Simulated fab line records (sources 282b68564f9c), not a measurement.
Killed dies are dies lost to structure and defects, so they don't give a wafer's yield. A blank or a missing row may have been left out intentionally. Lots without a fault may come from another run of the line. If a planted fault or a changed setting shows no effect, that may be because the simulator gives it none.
A lot that was struck, set against a sound lot | flow ritCmos | 15 out of 202 route steps
Sound: wafers L685.2, L685.4, L685.6. Struck: wafers L695.2, L695.3, L695.6. Last of all comes the cause.
Each step with rows lists, per side, the tool, then ch with its chambers, then its first start. Under that, the readings that differ: sound wafers | struck wafers | difference of the means | sigmas: that difference in standard deviations of wafers without a fault.
alike: words and numbers the same on both sides, and readings whose means are apart by under 2 such deviations; not compared: readings that were withheld, readings missing a value for some wafer, numbers with overlapping values and no deviation given by the record, and bounds like >300 which may hide the same value.
The two part at a step that has a row with sigmas, a row that says differs or no value, or rows on one side only. When numbers do not overlap yet have no deviation, they are printed without sigmas and do not part them. A reading that every wafer of one side lacks parts them only if that side has two wafers or more.

first, 3 steps without rows for these wafers: RIT_SDANNEAL_CLEAN_00 (cleans in SC1, time 600 s); RIT_SDANNEAL_CLEAN_01 (cleans in dHF, time 30 s); RIT_SDANNEAL_CLEAN_02 (cleans in SC2, time 600 s).
RIT_SDANNEAL_RTA_03: time 5 s.
  sound on rtpAnneal-01 ch 0, day 4 06:58; struck on rtpAnneal-01 ch 0, day 6 10:46
  alike: annealTempCMax, chamberO2Ppm, wafer_temp_C_max
RIT_SDANNEAL_RS_MEAS_04: uses a four-point probe to measure.
  sound: filmMetro-02 at day 4 07:02; struck: filmMetro-01 at day 6 10:50
  alike: PSD_RS
RIT_SDANNEAL_RS_MEAS_05: uses a four-point probe to measure.
  sound: filmMetro-02 at day 4 07:09; struck: filmMetro-01 at day 6 10:58
  alike: NSD_RS
RIT_SDANNEAL_RS_MEAS_06: uses a four-point probe to measure.
  sound: filmMetro-02 at day 4 07:16; struck: filmMetro-01 at day 6 11:05
  alike: PLDD_RS
RIT_SDANNEAL_RS_MEAS_07: uses a four-point probe to measure.
  sound: filmMetro-02 at day 4 07:23; struck: filmMetro-01 at day 6 11:12
  alike: NLDD_RS
then, 1 step without rows for these wafers: RIT_SILICIDE_WET_ETCH_00 (etches SiO2 in BOE, target depth 14 nm, time 15 s).
RIT_SILICIDE_SPUTTER_01: material Ti, target thk 30 nm, time 240 s.
  sound: pvdSputter-03 at day 4 07:31; struck: pvdSputter-03 at day 6 11:19
  alike: throttleValvePct
RIT_SILICIDE_RS_MEAS_02: uses a four-point probe to measure.
  sound: filmMetro-04 at day 4 07:41; struck: filmMetro-04 at day 6 11:29
  alike: SILICIDE_TI_RS
RIT_SILICIDE_THK_MEAS_03: measures by xrf.
  sound: filmMetro-04 at day 4 07:47; struck: filmMetro-04 at day 6 11:36
  alike: SILICIDE_TI_THK
RIT_SILICIDE_RTA_04: time 10 s, ramp up 5 s, ramp down 5 s.
  sound on rtpAnneal-02 ch 0, day 4 07:51; struck on rtpAnneal-02 ch 0, day 6 11:40
reading          | sound             | struck            | difference | sigmas
wafer_temp_C_max | 652.6 653.7 652.4 | 627.1 627.9 627.3 | -25.5      | -49
  alike: chamberO2Ppm
then, 1 step without rows for these wafers: RIT_SILICIDE_WET_ETCH_05 (etches Ti in SPM, time 120 s).
RIT_M1_PROBE_99:
  sound: prober-02 at day 4 14:35; struck: prober-01 at day 6 18:22
  alike: killed_at_M0_to_M3, killedAtContacts, killedAtFrontEnd, killedDies, killedOpen, killedShort

## WHERE THEY PART
RIT_SILICIDE_RTA_04 only, going by this record. Later steps at which nothing parts them and some readings are alike: RIT_M1_PROBE_99.

WHY: what had been put in by the simulator
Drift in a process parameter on rtpAnneal-02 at RIT_SILICIDE_RTA_04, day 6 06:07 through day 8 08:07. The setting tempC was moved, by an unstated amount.
